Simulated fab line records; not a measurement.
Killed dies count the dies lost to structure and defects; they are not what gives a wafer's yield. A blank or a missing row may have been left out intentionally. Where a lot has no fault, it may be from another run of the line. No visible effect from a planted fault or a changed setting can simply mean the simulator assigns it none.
fab line records ; flow berkeley-cmos170
record: lots: 14; wafers: 42; last-day: 12
route steps=331 shown CONTACT@229
lots that met no fault: from a run of the same line without faults
start-h: the number of hours between the record's first day and the start of the first shown wafer of the lot ; wait-h: time in hours since the lot's previous step ; " the same as in the row above ; L1.1+2: one row covering several wafers at once ; - value missing, or start not given ; * or withheld: withheld ; < > ~ a bound
route shown NAME@n: names a module that has steps shown in the file, with the first one's number in the route ; usual: mean and standard deviation over wafers with no fault ; same: alike in all rows ; chamber/n: place in a boat ; sites: each site's reading ; _std_site: standard deviation of those values ; _edge_site: inner sites' mean taken away from outer sites' mean ; radius-mm: how far each site lies from the wafer's centre ; mask NAME#n: copy n ; behind: the most recent tool/chamber to have shaped the wafer ; hold: cause of the lot's hold/its duration in hours/its outcome ; device: which transistor (n, p or np) failed to switch ; end of line: tests run on the same wafers once the route is complete ; a step with no rows: only its recipe ; killed: not the wafer's yield, but the dies lost to structure and defects at the first sort ; map: per-die view of a wafer (x killed, . not killed, _ where there is no die)
set.NAME: the setting the step ran with; set.NAME@STEP: the setting that earlier step ran with ; model.NAME: the simulator's own value behind a step, which no gauge read
one table for each step of the route and one row for each wafer, over a sample of lots
== steps ==
step: UCB170_CONTACT_PEB_13
recipe: peb-temp-c: 130; peb-time-s: withheld; resist: KrF
usual: exhaust-pa: 44.8/0.85; heater-power-total-W: 56.80/0.044
lot.wafer;tool;chamber;start-h;wait-h;exhaust-pa;heater-power-total-W
L392.1;litho-track-01;0;147.39;0.1;44.2;56.80
L392.2;litho-track-01;0;147.39;0.1;44.5;56.78
L392.6;litho-track-01;0;147.39;0.1;45.9;56.82
L393.2;litho-track-03;0;148.30;0.1;45.2;56.84
L393.3;litho-track-03;0;148.30;0.1;44.9;56.75
L393.5;litho-track-03;0;148.30;0.1;46.2;56.83
L391.2;litho-track-02;0;149.34;0.1;42.5;56.85
L391.3;litho-track-02;0;149.34;0.1;43.8;56.70
L391.6;litho-track-02;0;149.34;0.1;44.3;56.80
L398.2;litho-track-03;0;174.40;0.1;46.0;56.88
L398.3;litho-track-03;0;174.40;0.1;43.8;56.77
L398.6;litho-track-03;0;174.40;0.1;43.3;56.78
L399.2;litho-track-01;0;183.61;0.1;44.5;56.80
L399.3;litho-track-01;0;183.61;0.1;45.3;56.77
L399.6;litho-track-01;0;183.61;0.1;45.4;56.77
L401.2;litho-track-02;0;201.74;0.4;45.9;56.82
L401.3;litho-track-02;0;201.74;0.4;46.6;56.83
L401.4;litho-track-02;0;201.74;0.4;45.0;56.72
L400.3;litho-track-01;0;201.86;0.3;43.6;56.86
L400.4;litho-track-01;0;201.86;0.3;43.5;56.84
L400.5;litho-track-01;0;201.86;0.3;43.9;56.81
L403.1;litho-track-02;0;206.70;0.1;44.5;56.77
L403.2;litho-track-02;0;206.70;0.1;45.3;56.74
L403.3;litho-track-02;0;206.70;0.1;45.3;56.84
L402.1;litho-track-02;0;206.98;0.2;44.6;56.89
L402.2;litho-track-02;0;206.98;0.2;44.4;56.83
L402.6;litho-track-02;0;206.98;0.2;43.3;56.84
L406.1;litho-track-01;0;218.67;0.7;46.1;56.82
L406.4;litho-track-01;0;218.67;0.7;45.5;56.82
L406.6;litho-track-01;0;218.67;0.7;45.9;56.77
L404.2;litho-track-01;0;218.97;0.6;42.8;56.77
L404.3;litho-track-01;0;218.97;0.6;44.7;56.77
L404.4;litho-track-01;0;218.97;0.6;43.7;56.81
L408.2;litho-track-01;0;236.75;0.2;45.2;56.87
L408.4;litho-track-01;0;236.75;0.2;45.9;56.86
L408.6;litho-track-01;0;236.75;0.2;45.5;56.82
L412.4;litho-track-01;0;258.41;0.3;45.8;57.09
L412.5;litho-track-01;0;258.41;0.3;44.6;57.25
L412.6;litho-track-01;0;258.41;0.3;45.9;57.26
L413.2;litho-track-01;0;260.27;0.1;46.1;57.22
L413.4;litho-track-01;0;260.27;0.1;45.1;57.13
L413.5;litho-track-01;0;260.27;0.1;45.3;57.22
== key ==
first-sign: step: UCB170_CONTACT_PEB_13; reading: heater-power-total-W; direction: up; sigmas: 8.9; usual: 56.80; struck: 57.19
effect none on later readings
met-at UCB170_CONTACT_PEB_13
struck-lots L412,L413
tester-left-out L412,L413
loop-trim: step: UCB170_CONTACT_EXPOSE_12; setting: dose; lots: L413
onset-between 236.75 258.41
fault: kind: process-parameter-drift; tool: litho-track-01; chamber: -; onset-h: 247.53; steps: UCB170_CONTACT_PEB_13; channel: peb-time-s; offset: withheld; shape: step; end-h: 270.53; acts-in: *
tester-left-out: of these lots the tester's yield and bins aren't shown, on N5 and GAA mostly nor the transistor test; their killed dies are dies lost to structure and defects alone, not to doping, threshold or leakage, so they don't give the yield
loop-trim: a control loop set the setting to another value than it would have without faults
